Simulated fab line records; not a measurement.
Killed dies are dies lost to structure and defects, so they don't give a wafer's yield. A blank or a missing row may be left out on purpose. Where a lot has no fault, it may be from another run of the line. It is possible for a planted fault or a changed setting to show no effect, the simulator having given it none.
One fault through the eyes of 2 desks | flow ritCmos | every desk sees just its own numbers, and what lay behind them comes last

== AT THE TOOL OWNER'S DESK: implanter-03 ==
RIT_NWELL_IMPLANT_08, tool's own readings: per-lot mean of the sampled wafers with a number, covering each lot this tool ran. A lot is out of limits, marked OUT, if its mean lies more than 4 standard deviations from the usual mean; the brackets give that distance.
Columns: A = beamEnergyKeV at RIT_NWELL_IMPLANT_08, usual 170.01; B = beamOnS at RIT_NWELL_IMPLANT_08, usual 9.98 s
lot  | first seen here | A                        | B
L781 | day 3 13:20     | 214.22 (+99 or more) OUT | 9.89
L783 | day 3 22:38     | 214.20 (+99 or more) OUT | 9.92
This desk finds L781, L783 out of limits, L781 being first, at day 3 13:20 (beamEnergyKeV at RIT_NWELL_IMPLANT_08). In limits: none.

== THE METROLOGY DESK ==
What the gauges read for every lot (on any tool): the sampled wafers with a number, averaged. A lot is out of limits, marked OUT, if its mean lies more than 4 standard deviations from the usual mean; the brackets give that distance.
Columns: A = NWELL_TW at RIT_NWELL_TW_MEAS_10, usual 2170; B = NWELL_RS at RIT_WELLDRIVE_RS_MEAS_01, usual 275.8 ohm/sq
lot  | first seen here | A               | B
L773 | day 1 22:38     | 2167            | 275.5
L774 | day 2 04:07     | 2178            | 275.2
L776 | day 2 13:28     | 2201            | 275.8
L778 | day 3 01:37     | 2172            | 275.9
L781 | day 3 13:40     | 2269 (+4.9) OUT | 272.5
L783 | day 3 22:58     | 2260 (+4.5) OUT | 272.9
L788 | day 5 03:05     | 2189            | 277.1
L790 | day 5 11:12     | 2197            | 274.7
L791 | day 5 18:25     | 2144            | 275.2
L792 | day 5 21:31     | 2126            | 276.6
L793 | day 6 02:42     | 2147            | 276.6
L794 | day 6 08:31     | 2150            | 275.8
L795 | day 6 13:40     | 2200            | 277.3
L796 | day 6 19:16     | 2157            | 275.7
Finding of this desk: L781, L783 out of limits, first seen on L781 at day 3 13:40 (NWELL_TW at RIT_NWELL_TW_MEAS_10). In limits: L773, L774, L776, L778, L788, L790, L791, L792, L793, L794, L795, L796.

== TAKEN TOGETHER ==
The tool owner's desk had the chance to raise an alarm at day 3 13:20 on L781, L783.
An alarm was possible from the metrology desk at day 3 13:40, on L781, L783.
Of the lots named, all ran RIT_NWELL_IMPLANT_08 on implanter-03.

== WHAT WAS PUT IN BY THE SIMULATOR ==
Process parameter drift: implanter-03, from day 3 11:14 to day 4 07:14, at RIT_NWELL_IMPLANT_08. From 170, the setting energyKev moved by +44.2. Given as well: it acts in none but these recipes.
Struck lots among those shown: L781, L783.
Time in hours from fault onset to the first out-of-limits reading at each desk: tool owner's desk 2, metrology desk 2.
